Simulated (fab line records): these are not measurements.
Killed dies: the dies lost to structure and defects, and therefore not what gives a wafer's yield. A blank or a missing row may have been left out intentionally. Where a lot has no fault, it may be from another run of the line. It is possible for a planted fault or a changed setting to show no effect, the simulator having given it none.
Problem report in the 8D (eight disciplines) form, filled by code | flow berkeleyCmos170 | the parts of the form that need people (team, actions taken, sign-off) are left out

== 1. PROBLEM STATEMENT ==
At UCB170_M2_CD_MEAS_90, cdNm averages 680.8 nm over 6 wafers from 2 lots, while fault-free wafers read 701.1 nm, standard deviation 2.6. Relative to the usual mean, that is a shift of -7.8 standard deviations.
The step: target cd 700 nm.
Earliest sighting: wafer L397.3 on cdSem-01 at day 10 20:22. Wafers with a number at this step in the record: 42, from 14 lots. By rule, "out" or "out of limits" means more than 4 standard deviations away from the usual mean. The other wafers with a number count as sound.

== 2. WHAT IT IS, AND WHAT IT ISN'T ==
question                    | is                     | is not
which readings at this step | cdNm                   | -
which lots                  | L397, L401             | L385, L387, L388, L389, L390, L391, L392, L402, L404, L405, L407, L408
which wafers of those lots  | all that have a number | -
read on which gauges        | cdSem-01, cdSem-02     | -
when                        | from day 10 20:22      | up to then (21 sound wafers); but 15 sound wafers of L402, L404, L405, L407, L408 came after

== 3. THE SUSPECTS, EACH WITH WHAT RULES IT OUT ==
Counting: a tool at any process step up to the reading remains a suspect when it ran all the lots that are out and ran no sound lot after the first of those.
- ruled out: the gauge at UCB170_M2_CD_MEAS_90. Those wafers that are out were read across 2 gauges (cdSem-01, cdSem-02).
- plasmaAsher-01 at UCB170_BACKSIDE_STRIP_03 (strips in O2): ruled out as a lasting fault. The sound lots L405, L407 went through it after L397, its earliest lot that is out (day 10 05:05).
- rieMetal-04 at UCB170_M2_METAL_ETCH_18 (etches Al in Cl2/BCl3, stops on SiO2, target depth 1170 nm, time 195 s): kept. All lots that are out passed through it, beginning with L397 at day 10 20:05, and no sound lot followed; its final sound lot before that point was L390 at day 9 20:35. Out on those wafers are its own readings of rfFwdPowerW.
- plasmaAsher-04 at UCB170_M2_STRIP_19 (strips in O2): ruled out as a lasting fault. The sound lots L402 went through it after L397, its earliest lot that is out (day 10 20:15).
The count leaves rieMetal-04 at UCB170_M2_METAL_ETCH_18.

== 4. THE CAUSE (what the simulator had put in) ==
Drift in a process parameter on rieMetal-04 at UCB170_M2_METAL_ETCH_18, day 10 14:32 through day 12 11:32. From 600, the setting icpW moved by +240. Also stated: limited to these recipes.
This tool alone remained once counting was done.

== 5. THE EFFECT CHAIN, in route order ==
Rows list readings where the struck wafers' mean (over those with a number) sits beyond 3 standard deviations from the usual. Only readings for which the record gives a usual standard deviation are gone through. hours: the time from each lot's start at the first step in this table that gives one to its start at this step, as a median over the lots. sigmas: the change in usual standard deviations.
hours | step                    | reading      | usual      | on struck wafers | change | sigmas
0     | UCB170_M2_METAL_ETCH_18 | rfFwdPowerW  | 597.6 W    | 835.8            | +238.2 | +99 or more
0     | UCB170_M2_STRIP_19      | oesProductAu | 0.548 a.u. | 0.311            | -0.237 | -18
0     | UCB170_M2_CD_MEAS_90    | cdNm         | 701.1 nm   | 680.8            | -20.4  | -7.8
The process steps in it:
- UCB170_M2_METAL_ETCH_18: etches Al in Cl2/BCl3, stops on SiO2, target depth 1170 nm, time 195 s.
- UCB170_M2_STRIP_19: strips in O2.

== 6. WHAT WOULD HAVE CAUGHT IT SOONER ==
6 hours passed between the start of the fault at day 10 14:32 and the first reading out of limits at a measuring or inspecting step in this record, taken at day 10 20:22.
At UCB170_M2_METAL_ETCH_18, the tool's own readings (rfFwdPowerW) were out on each struck wafer the step has a row for, so an alarm limit on them would have fired on the first such wafer.
Of the lots that are out (2), L401 began UCB170_M2_METAL_ETCH_18 on rieMetal-04 after day 10 20:22. Holding the tool at that time would have saved it.
